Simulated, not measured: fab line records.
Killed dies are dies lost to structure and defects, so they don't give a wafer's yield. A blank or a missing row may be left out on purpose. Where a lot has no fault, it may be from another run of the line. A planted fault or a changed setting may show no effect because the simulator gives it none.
One fault through the eyes of 2 desks ; flow rit_cmos ; each desk holds nothing but its own numbers, with what lay behind them at the end

== METROLOGY DESK ==
What the gauges read, lot by lot, whatever tool the lot ran on: means of the sampled wafers that have a number. A lot is out of limits, marked OUT, if its mean lies more than 4 standard deviations from the usual mean; the brackets give that distance.
Columns: A = GATE_OVL at RIT_GATE_OVL_MEAS_17, usual -0.9 nm; B = CONTACT_OVL at RIT_CONTACT_OVL_MEAS_09, usual 0.3 nm; C = cd_nm at RIT_M1_CD_MEAS_90, usual 2600.4 nm
lot;first seen here;A;B;C
L426;day 2 12:43;-1.3;0.5;2603.1
L427;day 2 17:08;-4.2;-1.8;2596.1
L428;day 3 01:19;-3.0;0.9;2601.2
L434;day 4 06:29;-3.4;1.1;2600.7
L435;day 4 09:10;0.4;-1.0;2605.1
L436;day 4 15:29;-2.9;0.7;2608.0
L440;day 5 15:29;-0.5;-1.4;2596.7
L441;day 5 17:26;0.3;-0.3;2601.2
L443;day 6 05:44;-1.2;2.1;2602.2
L444;day 6 08:39;-0.2;-0.2;2600.6
L446;day 6 20:45;0.9;-0.3;2598.9
L447;day 6 22:22;-0.0;-1.3;2600.7
L449;day 7 10:19;0.0;1.4;2600.2
Finding of this desk: none of the 13 lots has anything out of limits.

== AT THE TOOL OWNER'S DESK: rie_metal-02 ==
The tool's own readings at RIT_M1_METAL_ETCH_12 (etches Al in Cl2/BCl3, stops on SiO2, time 165 s, target depth 600 nm): means of the sampled wafers that have a number, for each lot that ran on this tool. A lot is out of limits, marked OUT, if its mean lies more than 4 standard deviations from the usual mean; the brackets give that distance.
Columns: A = drypump_motor_current_A at RIT_M1_METAL_ETCH_12, usual 5.6 A; B = oes_product_au at RIT_M1_METAL_ETCH_12, usual 0.772 a.u.; C = throttle_valve_pct at RIT_M1_METAL_ETCH_12, usual 8.42 %
lot;first seen here;A;B;C
L427;day 3 12:23;6.1;0.768;8.52
L436;day 5 11:23;6.2;0.766;8.49
Finding of this desk: none of the 2 lots has anything out of limits.

== ALL TOGETHER ==
At the metrology desk, nothing out of limits was observed.
Nothing out of limits was seen by the tool owner's desk.

== WHAT THE SIMULATOR PUT IN ==
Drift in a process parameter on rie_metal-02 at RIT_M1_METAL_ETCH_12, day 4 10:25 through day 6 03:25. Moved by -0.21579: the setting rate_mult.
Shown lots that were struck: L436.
